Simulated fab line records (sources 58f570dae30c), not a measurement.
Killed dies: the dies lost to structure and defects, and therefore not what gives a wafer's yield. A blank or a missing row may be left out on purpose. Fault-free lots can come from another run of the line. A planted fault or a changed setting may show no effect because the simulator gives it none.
Chamber matching :: flow berkeleyCmos170 :: 4 sister chambers for UCB170_V2_CMP_02 on cmp-01
The step polishes SiO2. 16 wafers are shown with their chamber, then 7 later ones without.

## WAFERS, EACH WITH ITS CHAMBER
wafer: L628.4
chamber: 1
motorCurrentA (A): 17.1

wafer: L628.5
chamber: 2
motorCurrentA (A): 16.9

wafer: L628.6
chamber: 1
motorCurrentA (A): 16.8

wafer: L627.2
chamber: 2
motorCurrentA (A): 18.8

wafer: L627.3
chamber: 3
motorCurrentA (A): 16.9

wafer: L627.6
chamber: 2
motorCurrentA (A): 16.2

wafer: L629.3
chamber: 2
motorCurrentA (A): 17.6

wafer: L629.5
chamber: 1
motorCurrentA (A): 17.4

wafer: L629.6
chamber: 2
motorCurrentA (A): 17.8

wafer: L632.3
chamber: 0
motorCurrentA (A): 15.2

wafer: L632.6
chamber: 1
motorCurrentA (A): 17.0

wafer: L633.1
chamber: 3
motorCurrentA (A): 17.8

wafer: L633.3
chamber: 2
motorCurrentA (A): 17.4

wafer: L633.6
chamber: 2
motorCurrentA (A): 17.6

wafer: L636.4
chamber: 1
motorCurrentA (A): 17.0

wafer: L636.5
chamber: 1
motorCurrentA (A): 16.7

SIGNATURES, as means of the wafers listed above
reading: motorCurrentA
chamber 0: 15.200
chamber 1: 17.000
chamber 2: 17.471
chamber 3: 17.350
scatter within a chamber: 0.616
Rule: a wafer lies at a distance from a chamber equal to the root of the sum of squares, over the readings, of (its reading less the chamber's mean, divided by the reading's scatter). The wafer belongs to the nearest chamber; if the next one is less than 2 further off, it can't be placed. The scatter is the square root of a quotient: the sum, over the shown wafers, of each reading's squared deviation from its chamber's mean, divided by wafers minus chambers.

## WAFERS WITHOUT THEIR CHAMBER
wafer: L636.6
motorCurrentA (A): 17.1

wafer: L645.4
motorCurrentA (A): 15.1

wafer: L645.5
motorCurrentA (A): 17.0

wafer: L645.6
motorCurrentA (A): 15.3

wafer: L648.1
motorCurrentA (A): 17.2

wafer: L648.2
motorCurrentA (A): 17.5

wafer: L648.4
motorCurrentA (A): 16.8

## THE CHAMBER EACH PASSED THROUGH
wafer: L636.6
from the rows above: can't be placed: 1 or 3 or 2
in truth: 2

wafer: L645.4
from the rows above: 0
in truth: 0

wafer: L645.5
from the rows above: can't be placed: 1 or 3 or 2
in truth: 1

wafer: L645.6
from the rows above: 0
in truth: 0

wafer: L648.1
from the rows above: can't be placed: 3 or 1 or 2
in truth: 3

wafer: L648.2
from the rows above: can't be placed: 2 or 3 or 1
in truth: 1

wafer: L648.4
from the rows above: can't be placed: 1 or 3 or 2
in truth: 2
2 of 7 placed correctly. Not placeable from these rows: 5 (in 5, the candidates include the true chamber). Placed wrongly: 0.
